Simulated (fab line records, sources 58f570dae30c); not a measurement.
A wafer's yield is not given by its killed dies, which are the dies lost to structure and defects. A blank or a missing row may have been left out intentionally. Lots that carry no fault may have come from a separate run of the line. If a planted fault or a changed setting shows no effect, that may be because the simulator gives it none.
What tool caused it? / flow berkeley-cmos170 / 7 lots, 21 wafers sampled, at 2 steps of a route of 331

## WHAT THE GAUGES SHOWED, per wafer
UCB170_PVT_TW_MEAS_09.
lot=L778; measured=day 7 09:14; on=film-metro-03; PVT_TW=521 520 523
lot=L779; measured=day 7 09:52; on=film-metro-04; PVT_TW=505 504 503
lot=L782; measured=day 8 01:03; on=film-metro-03; PVT_TW=516 517 519
lot=L787; measured=day 8 21:45; on=film-metro-03; PVT_TW=517 518 518
lot=L788; measured=day 9 04:52; on=film-metro-03; PVT_TW=521 522 518
lot=L797; measured=day 10 22:10; on=film-metro-01; PVT_TW=426 429 425
lot=L800; measured=day 11 08:00; on=film-metro-03; PVT_TW=525 522 524

## WHICH TOOL RAN EACH LOT (tool, then ch and the chambers of the sampled wafers, then the start)
lot=L778; UCB170_PVT_IMPLANT_07=implanter-01 ch 0, day 7 08:59
lot=L779; UCB170_PVT_IMPLANT_07=implanter-03 ch 0, day 7 09:37
lot=L782; UCB170_PVT_IMPLANT_07=implanter-04 ch 0, day 8 00:48
lot=L787; UCB170_PVT_IMPLANT_07=implanter-04 ch 0, day 8 21:31
lot=L788; UCB170_PVT_IMPLANT_07=implanter-03 ch 0, day 9 04:38
lot=L797; UCB170_PVT_IMPLANT_07=implanter-04 ch 0, day 10 21:57
lot=L800; UCB170_PVT_IMPLANT_07=implanter-03 ch 0, day 11 07:45
- UCB170_PVT_IMPLANT_07

## THE ANSWER, worked out from the rows above alone
Rule: the lots themselves supply what counts as usual. The widest of any qualifying gaps counts: lots, ordered by their means at a reading, are off when they make up no more than a third of the lots, leave a main group of 4 or more, and stand apart from it by 3 or more times the standard deviation of that group's means. A main group whose means are all the same, to the digits that the tables above print for the reading, isn't used. Also off: a lot with no number at a reading for which 4 or more lots have one. Any other lot the step has rows for is counted as sound.
Off: at UCB170_PVT_TW_MEAS_09 (PVT_TW), L797. The main group has a mean of 517 with a standard deviation of 6.4.
If a tool, at a process step before that reading, ran all the lots that are off and no sound lot after the first of them, it fits. The gauges at UCB170_PVT_TW_MEAS_09 are tried like those tools. Undecided on this evidence; 2 tools fit (implanter-04 at UCB170_PVT_IMPLANT_07, film-metro-01 at UCB170_PVT_TW_MEAS_09).

## WHAT THE SIMULATOR HAD INSERTED
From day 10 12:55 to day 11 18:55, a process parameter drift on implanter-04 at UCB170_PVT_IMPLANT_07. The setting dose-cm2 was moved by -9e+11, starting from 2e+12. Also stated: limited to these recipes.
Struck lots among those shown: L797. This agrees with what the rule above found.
